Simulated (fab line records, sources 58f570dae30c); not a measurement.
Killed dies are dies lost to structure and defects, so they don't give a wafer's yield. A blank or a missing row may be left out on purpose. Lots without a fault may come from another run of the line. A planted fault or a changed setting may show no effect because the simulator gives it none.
Which tool did it? | flow berkeley_cmos170 | 14 lots, 42 wafers sampled, at 3 steps of a route of 331

WHAT THE GAUGES READ, wafer by wafer
UCB170_V2_CD_MEAS_90: target cd 700 nm. Usual: cd_nm 700.0 nm, standard deviation 1.5.
lot  | measured     | on        | cd_nm (nm)        | flag
L285 | day 8 19:13  | cd_sem-01 | 699.6 698.9 700.3 |
L286 | day 8 20:38  | cd_sem-01 | 697.9 695.9 698.6 |
L287 | day 8 17:14  | cd_sem-01 | 700.0 699.8 699.8 |
L290 | day 9 09:35  | cd_sem-01 | 699.0 701.0 700.2 |
L291 | day 9 16:42  | cd_sem-02 | 698.5 697.7 698.2 |
L292 | day 10 07:04 | cd_sem-02 | 700.5 701.7 700.9 |
L293 | day 10 09:41 | cd_sem-02 | 699.6 700.5 701.0 |
L294 | day 10 06:48 | cd_sem-01 | 702.3 700.8 702.0 |
L295 | day 10 09:31 | cd_sem-02 | 702.5 702.7 702.5 |
L297 | day 11 06:05 | cd_sem-02 | 699.0 698.7 696.7 |
L296 | day 11 08:20 | cd_sem-01 | 702.0 700.9 700.3 |
L298 | day 11 04:26 | cd_sem-01 | 701.5 701.8 702.3 |
L300 | day 12 11:49 | cd_sem-02 | 700.6 701.2 700.6 |
L301 | day 12 11:58 | cd_sem-01 | 699.9 700.3 701.8 |

WHICH TOOL RAN EACH LOT (tool, then ch and the chambers of the sampled wafers, then the start)
lot  | UCB170_ZERO_ETCH_06               | UCB170_PFIELD_STRIP_08
L285 | rie_diel-04 ch 1,2,3, day 1 18:46 | plasma_asher-03 ch 0,1, day 5 01:14
L286 | rie_diel-04 ch 1,3, day 2 02:34   | plasma_asher-02 ch 0, day 5 01:30
L287 | rie_diel-04 ch 1,3, day 2 05:57   | plasma_asher-02 ch 0,1, day 5 01:11
L290 | rie_diel-03 ch 0,1, day 2 20:13   | plasma_asher-02 ch 0,1, day 5 15:47
L291 | rie_diel-01 ch 0,2, day 3 04:05   | plasma_asher-04 ch 0, day 6 02:00
L292 | rie_diel-01 ch 0,2,3, day 3 07:56 | plasma_asher-04 ch 0,1, day 6 07:22
L293 | rie_diel-04 ch 0,1,2, day 3 08:11 | plasma_asher-03 ch 0,1, day 6 07:17
L294 | rie_diel-01 ch 0,2, day 3 20:27   | plasma_asher-02 ch 0,1, day 6 13:37
L295 | rie_diel-04 ch 2,3, day 3 20:41   | plasma_asher-04 ch 0,1, day 6 14:15
L297 | rie_diel-03 ch 0,1,3, day 4 08:08 | plasma_asher-04 ch 0,1, day 7 13:28
L296 | rie_diel-04 ch 2,3, day 4 08:25   | plasma_asher-04 ch 0,1, day 7 13:55
L298 | rie_diel-03 ch 1,2,3, day 4 11:58 | plasma_asher-03 ch 0,1, day 7 13:42
L300 | rie_diel-01 ch 1,2,3, day 5 02:23 | plasma_asher-04 ch 0,1, day 8 07:28
L301 | rie_diel-03 ch 0,1, day 5 04:11   | plasma_asher-02 ch 0,1, day 8 07:49
- UCB170_ZERO_ETCH_06: etches SiO2 in CHF3/CF4/Ar, time 12 s.
- UCB170_PFIELD_STRIP_08: strips in O2.

WHAT THE TOOLS THEMSELVES READ (means of the sampled wafers that have a number; where no wafer has one, the mark that the record gives instead)
UCB170_ZERO_ETCH_06. Usual: cf4_flow_sccm 9.998 sccm, standard deviation 0.028; drypump_motor_current_A 5.6 A, standard deviation 0.42; oes_product_au 0.619 a.u., standard deviation 0.0091; throttle_valve_pct 9.20 %, standard deviation 0.15.
lot  | tool        | cf4_flow_sccm (sccm) | drypump_motor_current_A (A) | oes_product_au (a.u.) | throttle_valve_pct (%) | flag
L285 | rie_diel-04 | 9.994                | 6.1                         | 0.617                 | 9.30                   |
L286 | rie_diel-04 | 10.018               | 6.2                         | 0.620                 | 9.26                   |
L287 | rie_diel-04 | 9.958                | 6.0                         | 0.620                 | 9.30                   |
L290 | rie_diel-03 | 9.992                | 5.5                         | 0.619                 | 9.06                   |
L291 | rie_diel-01 | 10.010               | 5.7                         | 0.623                 | 9.21                   |
L292 | rie_diel-01 | 9.991                | 5.4                         | 0.611                 | 9.22                   |
L293 | rie_diel-04 | 10.004               | 6.1                         | 0.618                 | 9.22                   |
L294 | rie_diel-01 | 10.035               | 5.5                         | 0.613                 | 9.19                   |
L295 | rie_diel-04 | 10.017               | 5.8                         | 0.621                 | 9.35                   |
L297 | rie_diel-03 | 10.007               | 5.4                         | 0.618                 | 9.23                   |
L296 | rie_diel-04 | 10.028               | 5.8                         | 0.621                 | 9.33                   |
L298 | rie_diel-03 | 10.010               | 5.5                         | 0.613                 | 9.16                   |
L300 | rie_diel-01 | 10.017               | 5.3                         | 0.617                 | 9.25                   |
L301 | rie_diel-03 | 9.993                | 5.5                         | 0.617                 | 9.06                   |

UCB170_PFIELD_STRIP_08. Usual: drypump_motor_current_A 5.8 A, standard deviation 0.49; oes_product_au 0.735 a.u., standard deviation 0.0044; strip_time_to_endpoint_s 21.68 s, standard deviation 0.057.
lot  | tool            | drypump_motor_current_A (A) | oes_product_au (a.u.) | strip_time_to_endpoint_s (s) | flag
L285 | plasma_asher-03 | 5.3                         | 0.733                 | 21.72                        |
L286 | plasma_asher-02 | 6.7                         | 0.730                 | 21.68                        |
L287 | plasma_asher-02 | 6.5                         | 0.738                 | 21.67                        |
L290 | plasma_asher-02 | 6.2                         | 0.737                 | 21.74                        |
L291 | plasma_asher-04 | 6.1                         | 0.733                 | 21.70                        |
L292 | plasma_asher-04 | 5.7                         | 0.737                 | 21.78                        |
L293 | plasma_asher-03 | 5.6                         | 0.737                 | 21.61                        |
L294 | plasma_asher-02 | 6.3                         | 0.731                 | 21.67                        |
L295 | plasma_asher-04 | 5.9                         | 0.736                 | 21.64                        |
L297 | plasma_asher-04 | 5.8                         | 0.736                 | 21.63                        |
L296 | plasma_asher-04 | 5.9                         | 0.737                 | 21.65                        |
L298 | plasma_asher-03 | 5.6                         | 0.740                 | 21.74                        |
L300 | plasma_asher-04 | 5.9                         | 0.732                 | 21.61                        |
L301 | plasma_asher-02 | 6.3                         | 0.736                 | 21.66                        |

THE ANSWER, worked out from the rows above alone
Rule: a lot is off if the mean of its wafers that have a number lies more than 3 standard deviations from the usual mean. A lot without any number at a reading at which 4 lots or more have one is off too. The other lots that the step has rows for count as sound. The gauges are gone through in route order, then the tools' own readings, and for those a lot's mean is taken as printed above. The first step at which some lot is off is used, and at that step the reading that is off furthest; a lot without a number counts as furthest.
No lot is off at any reading shown: from this, nothing can be told.

WHAT THE SIMULATOR HAD PUT IN
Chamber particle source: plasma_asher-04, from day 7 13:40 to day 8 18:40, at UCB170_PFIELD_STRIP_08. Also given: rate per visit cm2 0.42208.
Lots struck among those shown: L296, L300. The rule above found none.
